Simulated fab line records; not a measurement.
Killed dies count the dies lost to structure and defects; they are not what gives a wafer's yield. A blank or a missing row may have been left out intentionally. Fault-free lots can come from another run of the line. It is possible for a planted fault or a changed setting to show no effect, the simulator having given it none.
fab line records ; flow rit_cmos
record lots=7; wafers=21; last_day=6
route steps=202 shown CONTACT@178 M1@184
lots with no fault: from the same line, run without faults
start_h: the number of hours between the record's first day and the start of the first shown wafer of the lot ; wait_h: how many hours have passed since the lot's step before this one ; " repeats the value in the row above ; L1.1+2: a single row standing in for several wafers ; - no value, or no start was given ; * or withheld: withheld ; < > ~ a bound
route shown NAME@n: NAME is a module with steps in the file, n the number in the route of the first one ; usual: mean/standard deviation of fault-free wafers ; same: alike in all rows ; chamber/n: place in a boat ; sites: readings site by site ; _std_site: standard deviation across them ; _edge_site: the outer-site mean with the inner-site mean subtracted ; radius_mm: for every site, how far away it sits from the centre of the wafer ; mask NAME#n: copy n ; behind: tool/chamber where the wafer was last shaped ; hold: what put the lot on hold/how long, in hours/how the hold closed ; device: the n, p or np transistor that did not switch ; end of line: at the end of the route, the tests of the same wafers ; a step with no rows: only its recipe ; killed: count of dies lost to structure and defects at first sort (not the wafer's yield) ; map: dies across one wafer; x = killed, . = not, _ = none there
set.NAME: the setting as run; set.NAME@STEP: as run at that earlier step ; model.NAME: the simulator's own value behind a step, which no gauge read
lots at some steps of the route; a table a step, a row a wafer
services: when a tool's chamber went out of use (start_h, in hours from the record's first day, below 0 if earlier), for how many hours, and the reason
## steps
# step RIT_CONTACT_HARDBAKE_10
# recipe resist=NOVOLAK; temp_c=140; time_s=60
# step RIT_CONTACT_ETCH_11
# recipe target_depth_a=4800; over_etch_frac=0.2; stop_on=TiSi2; chemistry=CHF3/CF4/Ar; target=SiO2; CHF3_flow_sccm=50; cf4_flow_sccm=10; Ar_flow_sccm=100; O2_flow_sccm=5; pressure_mtorr=100; rf_w=200; time_s=320
# usual chamber_pressure_mTorr=100.01/0.089; drypump_motor_current_A=5.8/0.43; oes_product_au=1.001/0.012; throttle_valve_pct=8.82/0.12
lot.wafer;tool;chamber;start_h;wait_h;chamber_pressure_mTorr;drypump_motor_current_A;oes_product_au;rf_hours_counter_h;throttle_valve_pct
L763.1;rie_diel-01;3;52.10;0.1;99.91;5.6;0.995;148;8.87
L763.5;rie_diel-01;2;52.10;0.1;100.04;6.0;0.987;-;8.89
L763.6;rie_diel-01;1;52.10;0.1;100.02;5.6;1.004;-;8.71
L765.1;rie_diel-03;2;65.06;0.1;100.15;5.3;1.002;111;8.68
L765.2;rie_diel-03;3;65.06;0.1;99.94;5.3;1.012;115;8.91
L765.5;rie_diel-03;3;65.06;0.1;99.92;5.2;1.010;-;8.90
L769.1;rie_diel-03;2;83.27;0.1;99.98;5.3;0.997;112;8.69
L769.4;rie_diel-03;1;83.27;0.1;100.02;6.0;0.999;-;8.61
L769.5;rie_diel-03;0;83.27;0.1;100.04;5.8;1.011;-;8.72
L772.1;rie_diel-01;3;96.15;0.1;99.91;5.6;0.999;149;8.85
L772.3;rie_diel-01;1;96.15;0.1;99.93;5.6;1.004;154;8.69
L772.5;rie_diel-01;3;96.15;0.1;100.01;5.6;0.986;-;8.87
L774.1;rie_diel-01;2;107.56;0.1;99.92;6.0;0.980;96;8.90
L774.5;rie_diel-01;3;107.56;0.1;100.02;5.6;0.992;-;8.86
L774.6;rie_diel-01;0;107.56;0.1;99.84;6.7;1.020;-;8.82
L775.2;rie_diel-04;1;113.62;0.1;100.04;6.1;1.013;113;9.00
L775.3;rie_diel-04;2;113.62;0.1;99.95;6.0;1.005;132;8.97
L775.5;rie_diel-04;0;113.62;0.1;99.95;5.1;1.000;-;8.83
L781.1;rie_diel-04;0;145.06;0.1;100.03;5.0;1.010;144;8.83
L781.2;rie_diel-04;3;145.06;0.1;99.81;5.6;1.003;9;8.69
L781.5;rie_diel-04;0;145.06;0.1;99.97;5.0;1.009;-;8.83
# step RIT_CONTACT_STRIP_12
# recipe chemistry=O2; time_s=180; resist=NOVOLAK; platen_temp_c=withheld; power_w=500; pressure_mtorr=4000; o2_flow_sccm=4000
# usual chamber_pressure_mTorr=4000/3.6; drypump_motor_current_A=5.94/0.28
lot.wafer;tool;chamber;start_h;wait_h;chamber_pressure_mTorr;drypump_motor_current_A;rf_hours_counter_h
L763.1;plasma_asher-03;1;52.30;0.1;4002;6.10;39
L763.5;plasma_asher-03;0;52.30;0.1;4003;5.60;-
L763.6;plasma_asher-03;1;52.30;0.1;4005;6.08;-
L765.1;plasma_asher-03;1;65.25;0.1;4005;6.00;41
L765.2;plasma_asher-03;0;65.25;0.1;4002;5.58;41
L765.5;plasma_asher-03;1;65.25;0.1;4004;6.04;-
L769.1;plasma_asher-01;1;83.47;0.1;4006;5.75;44
L769.4;plasma_asher-01;1;83.47;0.1;3997;5.76;-
L769.5;plasma_asher-01;1;83.47;0.1;3999;5.74;-
L772.1;plasma_asher-03;1;96.34;0.1;3995;6.01;44
L772.3;plasma_asher-03;0;96.34;0.1;4000;5.60;-
L772.5;plasma_asher-03;0;96.34;0.1;3995;5.59;-
L774.1;plasma_asher-03;1;107.75;0.1;4001;5.97;45
L774.5;plasma_asher-03;0;107.75;0.1;4004;5.62;-
L774.6;plasma_asher-03;1;107.75;0.1;3999;6.06;-
L775.2;plasma_asher-04;0;113.81;0.1;4000;6.36;34
L775.3;plasma_asher-04;0;113.81;0.1;3997;6.37;-
L775.5;plasma_asher-04;1;113.81;0.1;3997;5.86;-
L781.1;plasma_asher-04;1;145.25;0.1;4003;5.84;38
L781.2;plasma_asher-04;0;145.25;0.1;4005;6.38;38
L781.5;plasma_asher-04;0;145.25;0.1;3990;6.37;-
# step RIT_CONTACT_CD_MEAS_90
# recipe target_cd_nm=1000
# usual cd_nm=1000.4/2.2
lot.wafer;tool;chamber;start_h;wait_h;cd_nm
L763.1;cd_sem-02;-;52.47;0.1;1000.2
L763.5;cd_sem-02;-;52.47;0.1;999.0
L763.6;cd_sem-02;-;52.47;0.1;1001.7
L765.1;cd_sem-02;-;65.43;0.1;1001.4
L765.2;cd_sem-02;-;65.43;0.1;999.3
L765.5;cd_sem-02;-;65.43;0.1;1000.2
L769.1;cd_sem-01;-;83.64;0.1;997.7
L769.4;cd_sem-01;-;83.64;0.1;998.6
L769.5;cd_sem-01;-;83.64;0.1;998.8
L772.1;cd_sem-02;-;96.52;0.1;1003.4
L772.3;cd_sem-02;-;96.52;0.1;1001.7
L772.5;cd_sem-02;-;96.52;0.1;1002.9
L774.1;cd_sem-01;-;107.93;0.1;999.4
L774.5;cd_sem-01;-;107.93;0.1;997.9
L774.6;cd_sem-01;-;107.93;0.1;998.9
L775.2;cd_sem-01;-;114.01;0.1;996.4
L775.3;cd_sem-01;-;114.01;0.1;994.2
L775.5;cd_sem-01;-;114.01;0.1;996.1
L781.1;cd_sem-01;-;145.43;0.1;1004.9
L781.2;cd_sem-01;-;145.43;0.1;1003.1
L781.5;cd_sem-01;-;145.43;0.1;1003.2
# step RIT_CONTACT_CLEAN_13
# recipe chemistry=SC1; mix=3:3:50; time_s=600; temp_c=75
# step RIT_CONTACT_CLEAN_14
# recipe chemistry=SC2; mix=3:3:50; time_s=600; temp_c=75; dry=n2_spin
# step RIT_M1_SPUTTER_00
# recipe material=Al; target_thk_nm=400; power_w=2000; chamber_pressure_pa=0.4; gas=Ar; time_s=500; substrate_temp_c=25
# usual throttle_valve_pct=29.7/1.1
lot.wafer;tool;chamber;start_h;wait_h;throttle_valve_pct
L763.1;pvd_sputter-04;-;52.94;0.0;28.5
L763.5;pvd_sputter-04;-;52.94;0.0;28.3
L763.6;pvd_sputter-04;-;52.94;0.0;31.5
L765.1;pvd_sputter-02;-;65.93;0.0;31.0
L765.2;pvd_sputter-02;-;65.93;0.0;28.4
L765.5;pvd_sputter-02;-;65.93;0.0;30.5
L769.1;pvd_sputter-02;-;84.11;0.0;31.2
L769.4;pvd_sputter-02;-;84.11;0.0;28.3
L769.5;pvd_sputter-02;-;84.11;0.0;31.0
L772.1;pvd_sputter-04;-;96.99;0.0;31.6
L772.3;pvd_sputter-04;-;96.99;0.0;29.1
L772.5;pvd_sputter-04;-;96.99;0.0;29.3
L774.1;pvd_sputter-04;-;108.41;0.0;30.4
L774.5;pvd_sputter-04;-;108.41;0.0;28.6
L774.6;pvd_sputter-04;-;108.41;0.0;30.1
L775.2;pvd_sputter-01;-;114.49;0.0;28.7
L775.3;pvd_sputter-01;-;114.49;0.0;30.5
L775.5;pvd_sputter-01;-;114.49;0.0;29.1
L781.1;pvd_sputter-01;-;145.93;0.0;29.3
L781.2;pvd_sputter-01;-;145.93;0.0;30.7
L781.5;pvd_sputter-01;-;145.93;0.0;29.0
# step RIT_M1_RS_MEAS_01
# recipe thk_meas_gauge=four-point-probe; reads=Al_of_M1_SPUTTER_00
# usual M1_AL_RS=0.0736/0.00089
lot.wafer;tool;chamber;start_h;wait_h;M1_AL_RS[ohm/sq]
L763.1;film_metro-02;-;53.24;0.1;0.0752
L763.5;film_metro-02;-;53.24;0.1;0.0752
L763.6;film_metro-02;-;53.24;0.1;0.0757
L765.1;film_metro-01;-;66.23;0.1;0.0743
L765.2;film_metro-01;-;66.23;0.1;0.0737
L765.5;film_metro-01;-;66.23;0.1;0.0731
L769.1;film_metro-02;-;84.41;0.1;0.0735
L769.4;film_metro-02;-;84.41;0.1;0.0729
L769.5;film_metro-02;-;84.41;0.1;0.0732
L772.1;film_metro-01;-;97.28;0.1;0.0740
L772.3;film_metro-01;-;97.28;0.1;0.0720
L772.5;film_metro-01;-;97.28;0.1;0.0725
L774.1;film_metro-02;-;108.71;0.1;0.0735
L774.5;film_metro-02;-;108.71;0.1;0.0729
L774.6;film_metro-02;-;108.71;0.1;0.0733
L775.2;film_metro-03;-;114.80;0.2;0.0731
L775.3;film_metro-03;-;114.80;0.2;0.0742
L775.5;film_metro-03;-;114.80;0.2;0.0734
L781.1;film_metro-02;-;146.22;0.1;0.0742
L781.2;film_metro-02;-;146.22;0.1;0.0746
L781.5;film_metro-02;-;146.22;0.1;0.0742
# step RIT_M1_THK_MEAS_02
# recipe thk_meas_gauge=xrf; reads=Al_of_M1_SPUTTER_00
# usual M1_AL_THK=393/5.1
lot.wafer;tool;chamber;start_h;wait_h;M1_AL_THK[nm]
L763.1;film_metro-02;-;53.36;0.1;384
L763.5;film_metro-02;-;53.36;0.1;384
L763.6;film_metro-02;-;53.36;0.1;380
L765.1;film_metro-01;-;66.35;0.1;392
L765.2;film_metro-01;-;66.35;0.1;396
L765.5;film_metro-01;-;66.35;0.1;399
L769.1;film_metro-02;-;84.53;0.1;391
L769.4;film_metro-02;-;84.53;0.1;395
L769.5;film_metro-02;-;84.53;0.1;393
L772.1;film_metro-01;-;97.40;0.1;393
L772.3;film_metro-01;-;97.40;0.1;404
L772.5;film_metro-01;-;97.40;0.1;402
L774.1;film_metro-02;-;108.83;0.1;395
L774.5;film_metro-02;-;108.83;0.1;394
L774.6;film_metro-02;-;108.83;0.1;393
L775.2;film_metro-03;-;114.91;0.1;396
L775.3;film_metro-03;-;114.91;0.1;390
L775.5;film_metro-03;-;114.91;0.1;394
L781.1;film_metro-02;-;146.34;0.1;392
L781.2;film_metro-02;-;146.34;0.1;388
L781.5;film_metro-02;-;146.34;0.1;394
# step RIT_M1_HMDS_03
# recipe prime_time_s=60; prime_temp_c=140
# step RIT_M1_COAT_04
# recipe resist=NOVOLAK; spin_rpm=2000; resist_thk_nm=1300
# step RIT_M1_SOFTBAKE_05
# recipe resist=NOVOLAK; temp_c=90; time_s=60
# step RIT_M1_EXPOSE_06
# recipe mask_id=M12; na=0.6; source_shape=conventional; sigma_outer=0.5; target_cd_nm=2600; dose_mj=250
lot.wafer;tool;chamber;start_h;wait_h;mask;model.M1.overlay_x_nm
L763.1+5+6;iline_stepper-01;0;53.87;0.1;M12#0;-1.568
L765.1+2+5;iline_stepper-02;0;66.86;0.1;M12#0;-0.4586
L769.1+4+5;iline_stepper-02;0;85.16;0.2;M12#0;772.3
L772.1+3+5;iline_stepper-01;0;97.91;0.1;M12#0;0.2064
L774.1+5+6;iline_stepper-02;0;109.56;0.3;M12#0;772.6
L775.2+3+5;iline_stepper-02;0;115.43;0.1;M12#0;772.6
L781.1+2+5;iline_stepper-01;0;146.85;0.1;M12#0;-0.6306
# step RIT_M1_PEB_07
# recipe resist=NOVOLAK; temp_c=withheld; time_s=withheld
# step RIT_M1_DEVELOP_08
# recipe resist=NOVOLAK; develop_time_s=68; dev_temp_c=23.58
# step RIT_M1_CD_MEAS_09
# recipe target_cd_nm=2600
# usual cd_nm=2600.4/2.4
lot.wafer;tool;chamber;start_h;wait_h;cd_nm
L763.1;cd_sem-01;-;54.30;-;2602.8
L763.5;cd_sem-01;-;54.30;-;2602.3
L763.6;cd_sem-01;-;54.30;-;2603.8
L765.1;cd_sem-01;-;67.29;-;2599.3
L765.2;cd_sem-01;-;67.29;-;2599.0
L765.5;cd_sem-01;-;67.29;-;2598.5
L769.1;cd_sem-02;-;85.59;-;2597.5
L769.4;cd_sem-02;-;85.59;-;2599.7
L769.5;cd_sem-02;-;85.59;-;2597.3
L772.1;cd_sem-02;-;98.34;-;2601.6
L772.3;cd_sem-02;-;98.34;-;2602.1
L772.5;cd_sem-02;-;98.34;-;2602.2
L774.1;cd_sem-02;-;109.99;-;2601.7
L774.5;cd_sem-02;-;109.99;-;2601.9
L774.6;cd_sem-02;-;109.99;-;2601.0
L775.2;cd_sem-02;-;115.86;-;2595.9
L775.3;cd_sem-02;-;115.86;-;2596.7
L775.5;cd_sem-02;-;115.86;-;2597.9
L781.1;cd_sem-01;-;147.28;-;2599.1
L781.2;cd_sem-01;-;147.28;-;2601.0
L781.5;cd_sem-01;-;147.28;-;2599.0
# step RIT_M1_OVL_MEAS_10
# usual M1_OVL=-0.6/1.2
lot.wafer;tool;chamber;start_h;wait_h;M1_OVL[nm]
L763.1;overlay-02;-;54.42;0.1;-3.5
L763.5;overlay-02;-;54.42;0.1;-1.8
L763.6;overlay-02;-;54.42;0.1;-2.3
L765.1;overlay-01;-;67.41;0.1;-2.0
L765.2;overlay-01;-;67.41;0.1;-0.5
L765.5;overlay-01;-;67.41;0.1;-2.0
L769.1;overlay-01;-;85.71;0.1;772.9
L769.4;overlay-01;-;85.71;0.1;771.5
L769.5;overlay-01;-;85.71;0.1;772.6
L772.1;overlay-01;-;98.46;0.1;-0.2
L772.3;overlay-01;-;98.46;0.1;-0.9
L772.5;overlay-01;-;98.46;0.1;0.2
L774.1;overlay-01;-;110.11;0.1;771.6
L774.5;overlay-01;-;110.11;0.1;773.1
L774.6;overlay-01;-;110.11;0.1;771.8
L775.2;overlay-01;-;115.97;0.1;771.3
L775.3;overlay-01;-;115.97;0.1;770.0
L775.5;overlay-01;-;115.97;0.1;771.9
L781.1;overlay-01;-;147.40;0.1;-2.0
L781.2;overlay-01;-;147.40;0.1;-1.7
L781.5;overlay-01;-;147.40;0.1;-2.8
# step RIT_M1_HARDBAKE_11
# recipe resist=NOVOLAK; temp_c=140; time_s=120
# step RIT_M1_PROBE_99
# usual defect_limited_yield=97.3/1.2; killed_at_front_end=7/3.3; killed_dies=7/3.3; killed_open=3.4/2.2; killed_short=3.5/2
# same gross_dies=264; killed_at_M0_to_M3=0; killed_at_M4_up=0; killed_at_back_side=0; killed_at_contacts=0; killed_at_other=0
lot.wafer;tool;chamber;start_h;wait_h;defect_limited_yield[%];killed_at_front_end;killed_dies;killed_open;killed_short;model.etest.tester.sort_n_pass;model.etest.tester.sort_yield_pct;model.etest.diode_pplus_comb.over_limit;model.etest.ring.over_limit;model.etest.diode_nplus_pwell.over_limit;model.etest.nmos_narrow.over_limit;model.etest.diode_pplus_nwell.short;model.etest.contact_diode_array.over_limit
L763.1;prober-02;-;56.96;0.1;96.6;9;9;4;5;255;96.59;0;0;0;0;0;0
L763.5;prober-02;-;57.16;0.2;97.3;7;7;4;3;257;97.35;0;0;0;0;0;0
L763.6;prober-02;-;57.21;0.2;97.3;7;7;4;3;257;97.35;0;0;0;0;0;0
L765.1;prober-02;-;73.42;0.1;98.1;5;5;3;2;259;98.11;0;0;0;0;0;0
L765.2;prober-02;-;73.47;0.1;98.5;4;4;2;2;260;98.48;0;0;0;0;0;0
L765.5;prober-02;-;73.62;0.2;98.5;4;4;1;3;260;98.48;0;0;0;0;0;0
L769.1;prober-01;-;88.25;0.1;96.6;9;9;7;2;0;0;1;1;1;1;1;1
L769.4;prober-01;-;88.40;0.2;98.5;4;4;3;1;0;0;1;1;1;1;1;1
L769.5;prober-01;-;88.45;0.2;97.0;8;8;2;6;0;0;1;1;1;1;1;1
L772.1;prober-02;-;106.56;0.1;98.1;5;5;2;3;259;98.11;0;0;0;0;0;0
L772.3;prober-02;-;106.66;0.2;93.6;17;17;10;7;247;93.56;0;0;0;0;0;0
L772.5;prober-02;-;106.76;0.2;97.3;7;7;3;4;257;97.35;0;0;0;0;0;0
L774.1;prober-02;-;112.68;0.1;97.0;8;8;4;4;0;0;1;1;1;1;1;1
L774.5;prober-02;-;112.88;0.2;98.1;5;5;3;2;0;0;1;1;1;1;1;1
L774.6;prober-02;-;112.93;0.2;96.6;9;9;3;6;0;0;1;1;1;1;1;1
L775.2;prober-01;-;118.72;0.1;95.5;12;12;7;4;0;0;1;1;1;1;1;1
L775.3;prober-01;-;118.77;0.2;97.7;6;6;5;1;0;0;1;1;1;1;1;1
L775.5;prober-01;-;118.87;0.2;98.1;5;5;2;3;0;0;1;1;1;1;1;1
L781.1;prober-01;-;149.94;0.1;95.8;11;11;4;7;253;95.83;0;0;0;0;0;0
L781.2;prober-01;-;149.99;0.1;98.1;5;5;1;4;259;98.11;0;0;0;0;0;0
L781.5;prober-01;-;150.14;0.2;99.2;2;2;1;1;262;99.24;0;0;0;0;0;0
# killed by level:class
L763.1 GATE:geometric_particle:open=3 GATE:geometric_particle:short=2 REOX:geometric_particle:short=2 FOX2:geometric_particle:short=1 REOX:geometric_particle:open=1
L763.5 GATE:geometric_particle:short=2 REOX:geometric_particle:open=2 FOX2:geometric_particle:open=1 SPACER:geometric_particle:short=1 SILICIDE:geometric_particle:open=1
L763.6 REOX:geometric_particle:open=3 GATE:geometric_particle:open=1 REOX:geometric_particle:short=1 SPACER:geometric_particle:short=1 SILICIDE:geometric_particle:short=1
L765.1 SILICIDE:geometric_particle:open=2 FOX2:geometric_particle:short=1 GATE:geometric_particle:open=1 SPACER:geometric_particle:short=1
L765.2 REOX:geometric_particle:open=2 GATE:geometric_particle:short=1 REOX:geometric_particle:short=1
L765.5 FOX2:geometric_particle:short=1 GATE:geometric_particle:open=1 GATE:geometric_particle:short=1 REOX:geometric_particle:short=1
L769.1 FOX2:geometric_particle:open=4 GATE:geometric_particle:open=2 FOX1:geometric_particle:short=1 GATE:geometric_particle:short=1 SPACER:geometric_particle:open=1
L769.4 GATE:geometric_particle:open=2 FOX1:geometric_particle:short=1 FOX1:geometric_particle:open=1
L769.5 FOX1:geometric_particle:short=2 REOX:geometric_particle:short=2 SILICIDE:geometric_particle:short=2 FOX1:geometric_particle:open=1 SILICIDE:geometric_particle:open=1
L772.1 REOX:geometric_particle:open=2 GATE:geometric_particle:short=2 FOX2:geometric_particle:short=1
L772.3 REOX:geometric_particle:open=4 GATE:geometric_particle:open=3 GATE:geometric_particle:short=3 FOX1:geometric_particle:open=2 FOX2:geometric_particle:short=2 FOX1:geometric_particle:short=1 FOX2:geometric_particle:open=1 REOX:geometric_particle:short=1
L772.5 GATE:geometric_particle:short=2 GATE:geometric_particle:open=2 FOX1:geometric_particle:short=1 FOX2:geometric_particle:open=1 REOX:geometric_particle:short=1
L774.1 GATE:geometric_particle:short=2 GATE:geometric_particle:open=2 FOX1:geometric_particle:open=1 FOX1:geometric_particle:short=1 SPACER:geometric_particle:short=1 SILICIDE:geometric_particle:open=1
L774.5 GATE:geometric_particle:open=2 GATE:geometric_particle:short=1 REOX:geometric_particle:open=1 REOX:geometric_particle:short=1
L774.6 SILICIDE:geometric_particle:short=3 GATE:geometric_particle:open=2 REOX:geometric_particle:short=2 FOX1:geometric_particle:short=1 REOX:geometric_particle:open=1
L775.2 GATE:geometric_particle:open=2 SILICIDE:geometric_particle:open=2 FOX1:geometric_particle:short=1 FOX2:geometric_particle:open=1 FOX2:geometric_particle:short=1 GATE:geometric_particle:short=1 REOX:geometric_particle:open=1 SPACER:geometric_particle:open=1
L775.3 GATE:geometric_particle:open=3 ACTIVE:geometric_particle:open=1 SILICIDE:geometric_particle:short=1 SILICIDE:geometric_particle:open=1
L775.5 FOX1:geometric_particle:open=1 FOX1:geometric_particle:short=1 FOX2:geometric_particle:open=1 GATE:geometric_particle:short=1 SPACER:geometric_particle:short=1
L781.1 SPACER:geometric_particle:short=4 FOX1:geometric_particle:short=2 GATE:geometric_particle:open=2 FOX1:geometric_particle:open=1 GATE:geometric_particle:short=1 SPACER:geometric_particle:open=1
L781.2 SPACER:geometric_particle:short=3 GATE:geometric_particle:open=1 SILICIDE:geometric_particle:short=1
L781.5 SPACER:geometric_particle:short=1 SPACER:geometric_particle:open=1
## services
tool;chamber;start_h;hours;kind
iline_stepper-02;-;30.29;1.7;pm
plasma_asher-03;-;37.01;14.6;pm
iline_stepper-02;0;43.28;-;calibration
pvd_sputter-04;-;44.47;1.4;repair
plasma_asher-01;-;46.03;5.1;repair
rie_diel-03;2;50.43;5.5;repair
rie_diel-01;0;53.63;-;clean
rie_diel-01;0;53.63;18.6;scheduled_down
rie_diel-01;0;53.63;18.6;vent_cycle
rie_diel-04;-;59.02;0.9;repair
rie_diel-03;1;69.09;9.3;repair
rie_diel-03;3;69.48;14.2;repair
pvd_sputter-04;-;80.48;7.6;repair
rie_diel-01;0;89.70;8.6;repair
iline_stepper-01;0;90.43;-;calibration
rie_diel-04;0;93.81;9.9;repair
rie_diel-04;1;96.48;6.6;repair
plasma_asher-01;-;105.73;12.0;repair
rie_diel-04;-;107.45;0.5;repair
plasma_asher-01;-;117.71;9.0;pm
pvd_sputter-01;-;131.63;0.6;repair
iline_stepper-01;-;137.73;4.6;repair
rie_diel-03;0;142.34;7.7;repair
pvd_sputter-04;-;146.64;2.8;repair
## key
first_sign step=RIT_M1_OVL_MEAS_10; reading=M1_OVL; direction=up; sigmas=99+; usual=-0.6; struck=771.9
effect none on later readings
model_effect step=RIT_M1_EXPOSE_06; value=M1.overlay_x_nm; without=0.5167; struck=772.5
model_effect step=RIT_M1_PROBE_99; value=etest.tester.sort_n_pass; without=256.7; struck=0
met_at RIT_M1_EXPOSE_06
struck_wafers L769.1,L769.4,L769.5,L774.1,L774.5,L774.6,L775.2,L775.3,L775.5
onset_between 66.86 85.16
fault kind=scanner_matching_overlay; tool=iline_stepper-02; chamber=-; onset_h=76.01; steps=RIT_M1_EXPOSE_06; offset=772.02
